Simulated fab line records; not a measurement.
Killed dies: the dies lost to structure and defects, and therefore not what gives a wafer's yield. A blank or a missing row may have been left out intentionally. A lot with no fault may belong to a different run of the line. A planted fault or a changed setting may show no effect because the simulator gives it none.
Lot-split experiment    flow rit_cmos    route with 202 steps; 5 lots, 23 wafers read

## THE SPLIT
At RIT_PWELL_IMPLANT_08, the setting dose_cm2 was moved away from the recipe's 7e+13 on 7 of the 23 wafers read, by -4.4% to +6.5%. For the rest of the wafers, this setting stayed at what the recipe calls for.

## FROM THE SPLIT TO THE READING: what the file shows between them, 3 steps
- RIT_PWELL_STRIP_09: strips in O2, time 180 s
- RIT_WELLDRIVE_ANNEAL_00: time 14700 s
- RIT_WELLDRIVE_RS_MEAS_01: measures by four-point-probe

## THE READING
PWELL_RS, in ohm/sq, at RIT_WELLDRIVE_RS_MEAS_02 (measures by four-point-probe). Typical for fault-free wafers on this fab line: 429.9 ohm/sq, with standard deviation 1.3 ohm/sq.

wafer   tool, chamber at the split  dose_cm2 as run  against the recipe  PWELL_RS, ohm/sq  against lot-mates on the recipe
L074.1  implanter-04, 0             7e+13            recipe              430.9             -
L074.2  implanter-04, 0             7e+13            recipe              428.8             -
L074.3  implanter-04, 0             7.295e+13        +4.2%               419.2             -10.8
L074.4  implanter-04, 0             7e+13            recipe              430.3             -
L074.5  implanter-04, 0             7.295e+13        +4.2%               418.3             -11.7
L075.1  implanter-01, 0             7e+13            recipe              430.5             -
L075.2  implanter-01, 0             7e+13            recipe              431.2             -
L075.3  implanter-01, 0             7e+13            recipe              430.3             -
L075.5  implanter-01, 0             7e+13            recipe              429.8             -
L075.6  implanter-01, 0             7e+13            recipe              430.9             -
L076.1  implanter-02, 0             7e+13            recipe              431.3             -
L076.2  implanter-02, 0             7e+13            recipe              431.5             -
L076.6  implanter-02, 0             7e+13            recipe              432.4             -
L078.1  implanter-01, 0             7e+13            recipe              431.0             -
L078.2  implanter-01, 0             7e+13            recipe              430.3             -
L078.4  implanter-01, 0             7.453e+13        +6.5%               413.4             -17.2
L078.5  implanter-01, 0             7.453e+13        +6.5%               413.9             -16.7
L078.6  implanter-01, 0             7e+13            recipe              430.4             -
L085.2  implanter-02, 0             6.695e+13        -4.4%               443.3             +11.8
L085.3  implanter-02, 0             6.695e+13        -4.4%               445.3             +13.8
L085.4  implanter-02, 0             6.695e+13        -4.4%               443.6             +12.1
L085.5  implanter-02, 0             7e+13            recipe              431.6             -
L085.6  implanter-02, 0             7e+13            recipe              431.3             -

FIT RESULTS
A straight line over all 23 wafers: PWELL_RS changes by -2.83 ohm/sq for each +1% of dose_cm2; r = -0.99; the points scatter about the line by 0.92 ohm/sq.
The same after taking each lot's own level away (the mean of its wafers on the recipe; 23 wafers): -2.72 ohm/sq for each +1%; r = -1.00; scatter 0.67 ohm/sq.
The reading moves by 18 ohm/sq for the largest change in dose_cm2, on that fit.
Measured against the standard deviation above, the lots' own levels, which go from 430.00 to 431.73 ohm/sq, span 1.3 times it.
Consequently the slope shifts little with the lot-to-lot level, the two slopes agreeing.
Check: with one of the wafers moved furthest among these (+6.5%) left out of the fit, the line predicts -17.6 ohm/sq for it against its lot-mates. Against them it came out at -17.2 ohm/sq.

## THE OTHER SPLITS THESE WAFERS WENT THROUGH
These wafers also went through other splits before the reading. Each is held against what the fit with the lots' levels taken away leaves over:
other split on the same wafers        wafers away from the commonest value  r with PWELL_RS (lot level and that fit taken away)
RIT_ACTIVE_COAT_06 resist_thk_nm      5                                     -0.14
RIT_ACTIVE_DEVELOP_10 develop_time_s  10                                    +0.07
RIT_NWELL_IMPLANT_08 dose_cm2         10                                    +0.37
RIT_PWELL_COAT_01 spin_rpm            8                                     -0.07

## THE FILE'S OWN FIT
PWELL_RS changes by -2.69 ohm/sq for each +1% of dose_cm2, r = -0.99.
